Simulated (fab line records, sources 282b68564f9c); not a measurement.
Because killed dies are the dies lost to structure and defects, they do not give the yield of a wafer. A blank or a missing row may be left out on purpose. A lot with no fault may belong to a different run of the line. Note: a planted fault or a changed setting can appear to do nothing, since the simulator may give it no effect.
Commonality check across tools | flow rit_cmos | Sample size 13 lots and 39 wafers

== REASON IT WAS OPENED ==
1 of 13 lots carry a flag on the reading ACTIVE_NITRIDE_THK at RIT_ACTIVE_THK_MEAS_04. Fault-free wafers read 150.2 nm, with a standard deviation of 1.4.
Rule: flag the lot when none of its wafers has a number, or when each of its wafers that has one lies beyond 4 standard deviations from that mean. All remaining lots are regarded as sound.

lot  | measured    | on            | ACTIVE_NITRIDE_THK (nm), wafer by wafer | flag
L511 | day 1 13:32 | film_metro-02 | 149.7 149.3 150.1                       |
L512 | day 1 18:32 | film_metro-01 | 150.9 150.9 151.5                       |
L513 | day 1 23:34 | film_metro-02 | 149.5 152.3 151.5                       |
L515 | day 2 10:36 | film_metro-01 | 151.5 151.4 151.6                       |
L516 | day 2 15:56 | film_metro-04 | 149.5 149.1 150.9                       |
L518 | day 3 01:39 | film_metro-01 | 148.8 147.6 147.2                       |
L520 | day 3 12:34 | film_metro-02 | 149.8 148.7 149.8                       |
L523 | day 4 01:32 | film_metro-04 | 151.9 152.8 151.9                       |
L524 | day 4 08:50 | film_metro-02 | 151.6 152.5 151.7                       |
L530 | day 5 12:49 | film_metro-02 | 196.8 194.7 195.1                       | FLAGGED
L531 | day 5 18:37 | film_metro-04 | 151.9 151.6 152.5                       |
L533 | day 6 04:38 | film_metro-04 | 149.0 150.0 150.5                       |
L534 | day 6 09:07 | film_metro-01 | 150.0 151.2 151.0                       |
On average the flagged lots' numbers are 195.5 nm, which is +45.3 nm against the usual, or +32 standard deviations.

== WHICH TOOL RAN EACH LOT ==
The record keeps 1 process step preceding the reading, out of 202 steps on the route. In each cell: the tool, then ch and the chambers that the sampled wafers went through, then the start.
lot  | flag    | RIT_ACTIVE_CVD_03
L511 |         | lpcvd-01 ch 1, day 1 12:07
L512 |         | lpcvd-02 ch 0, day 1 17:07
L513 |         | lpcvd-02 ch 1, day 1 22:08
L515 |         | lpcvd-02 ch 0, day 2 09:11
L516 |         | lpcvd-01 ch 0, day 2 14:31
L518 |         | lpcvd-01 ch 1, day 3 00:14
L520 |         | lpcvd-01 ch 0, day 3 11:08
L523 |         | lpcvd-01 ch 1, day 4 00:07
L524 |         | lpcvd-01 ch 1, day 4 07:25
L530 | FLAGGED | lpcvd-01 ch 0, day 5 11:23
L531 |         | lpcvd-02 ch 1, day 5 16:29
L533 |         | lpcvd-02 ch 1, day 6 03:13
L534 |         | lpcvd-02 ch 0, day 6 07:42
These steps, and what they do:
- RIT_ACTIVE_CVD_03: deposits Si3N4 from SiH2Cl2/NH3, target thk 150 nm, time 1500 s.
- RIT_ACTIVE_THK_MEAS_04

== FLAGGED OVER TOTAL, TOOL BY TOOL (the gauges that took the reading come last) ==
step                   | tool          | lots run | flagged | share of the flagged lots | sound lots run after its first flagged lot
RIT_ACTIVE_CVD_03      | lpcvd-01      | 7        | 1       | all                       | 0
RIT_ACTIVE_CVD_03      | lpcvd-02      | 6        | 0       | none                      | -
RIT_ACTIVE_THK_MEAS_04 | film_metro-01 | 4        | 0       | none                      | -
RIT_ACTIVE_THK_MEAS_04 | film_metro-02 | 5        | 1       | all                       | 0
RIT_ACTIVE_THK_MEAS_04 | film_metro-04 | 4        | 0       | none                      | -

== WHAT IS ALLOWED BY THE TABLE ==
Rows of the table that ran all the flagged lots, 2 in number: lpcvd-01 at RIT_ACTIVE_CVD_03; film_metro-02 at RIT_ACTIVE_THK_MEAS_04.
- lpcvd-01 at RIT_ACTIVE_CVD_03 ran 7 lots, 1 of them flagged. Its last sound lot is L524 (day 4 07:25), its first flagged lot L530 (day 5 11:23): a fault that began between those two fits. Its own readings (spike_tc_centre_C, spike_tc_load_C, spike_tc_source_C, susceptor_temp_C) fall more than 4 standard deviations out on all wafers of the flagged lots.
- film_metro-02 at RIT_ACTIVE_THK_MEAS_04 ran 5 lots, 1 of them flagged. Its last sound lot is L524 (day 4 08:50), its first flagged lot L530 (day 5 12:49): a fault that began between those two fits.
A lot count leaves these 2 tools indistinguishable: every one of them fits a fault beginning at some hour. More lots, or a look at what each step does to the wafer, might.

== WHAT THE SIMULATOR HAD PUT IN ==
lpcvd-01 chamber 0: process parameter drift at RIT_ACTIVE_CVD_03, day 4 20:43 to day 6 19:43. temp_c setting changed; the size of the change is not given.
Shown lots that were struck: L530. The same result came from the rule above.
